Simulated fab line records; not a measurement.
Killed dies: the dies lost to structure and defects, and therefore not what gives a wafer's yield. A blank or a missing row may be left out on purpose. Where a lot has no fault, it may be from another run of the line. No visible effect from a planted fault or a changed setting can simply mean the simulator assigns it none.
8D (eight disciplines) problem report, filled in by code -- flow berkeley cmos170 -- the parts of the form that need people (team, actions taken, sign-off) are left out

1. PROBLEM STATEMENT
At UCB170_V1_CVD_00, run length s averages 268.9 s over 2 wafers from 2 lots, while fault-free wafers read 277.9 s, standard deviation 0.67. Relative to the usual mean, that is a shift of -14 standard deviations.
The step: deposits SiO2 from TEOS/O2, target thk 2000 nm, time 250 s.
Earliest sighting: wafer L649.4 on pecvd-01 at day 10 01:41. The record has a number at this step for 42 wafers belonging to 14 lots. By rule, "out" or "out of limits" means more than 4 standard deviations away from the usual mean. All remaining wafers that have a number are taken as sound.

2. WHAT THIS IS AND IS NOT
question,is,is not
which readings at this step,run length s,heater power w
which lots,"L649, L653","L636, L637, L638, L639, L640, L641, L642, L643, L654, L656, L657, L659"
which wafers of those lots,"L649.4, L653.1","L649.3, L649.5, L653.2, L653.6"
read on which tools,pecvd-01,"pecvd-02, pecvd-04"
when,from day 10 01:41,"up to then (26 sound wafers); but 14 sound wafers of L653, L654, L656, L657, L659 came after"

3. THE SUSPECTS, EACH WITH WHAT RULES IT OUT
Counting: if a tool at a process step up to the reading ran every lot that is out, it stays a suspect. Sound lots after the first of them don't rule it out here, since some wafers of a struck lot are sound.
- pecvd-01 at UCB170_V1_CVD_00 (deposits SiO2 from TEOS/O2, target thk 2000 nm, time 250 s): kept. It ran every lot that is out, first L649 (day 10 01:41); its last sound lot up to then is L642 (day 8 12:27). Out on those wafers are its own readings of run length s.
- At UCB170_V1_CVD_00, inside pecvd-01: chamber 1 took the wafers that are out, while their sound lot-mates went through chambers 0, 2.
The count leaves pecvd-01 at UCB170_V1_CVD_00.

4. THE CAUSE (what the simulator had put in)
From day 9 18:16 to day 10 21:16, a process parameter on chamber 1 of pecvd-01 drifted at UCB170_V1_CVD_00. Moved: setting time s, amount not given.
Counting left only this tool.

5. SEQUENCE OF EFFECTS, ordered by route
One row per reading whose mean, taken over the struck wafers that have a number, lies over 3 standard deviations from the usual. Readings are gone through only where the record gives a usual standard deviation; hours: the median, over the lots, of the time from a lot's start at the first step in this table giving one to that lot's start at this step; sigmas: the change measured in usual standard deviations.
hours,step,reading,usual,on struck wafers,change,sigmas
0,UCB170_V1_CVD_00,run length s,277.9 s,268.9,-9.0,-14
0,UCB170_V1_THK_MEAS_01,V1_TEOS_THK,1997 nm,1908,-90,-3.3
The process steps in it:
- UCB170_V1_CVD_00: deposits SiO2 from TEOS/O2, target thk 2000 nm, time 250 s.
Readings that are blank on the struck wafers while sound wafers have them: susceptor temp C at UCB170_V1_CVD_00.
At these later measuring or inspecting steps, every struck wafer for which the step has a row has a number for every such reading, and none has moved that far: UCB170_M3_BOW_MEAS_20.

6. WHAT WOULD HAVE CAUGHT IT SOONER
7 hours passed between the start of the fault at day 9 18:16 and the first reading out of limits in this record, taken at day 10 01:41.
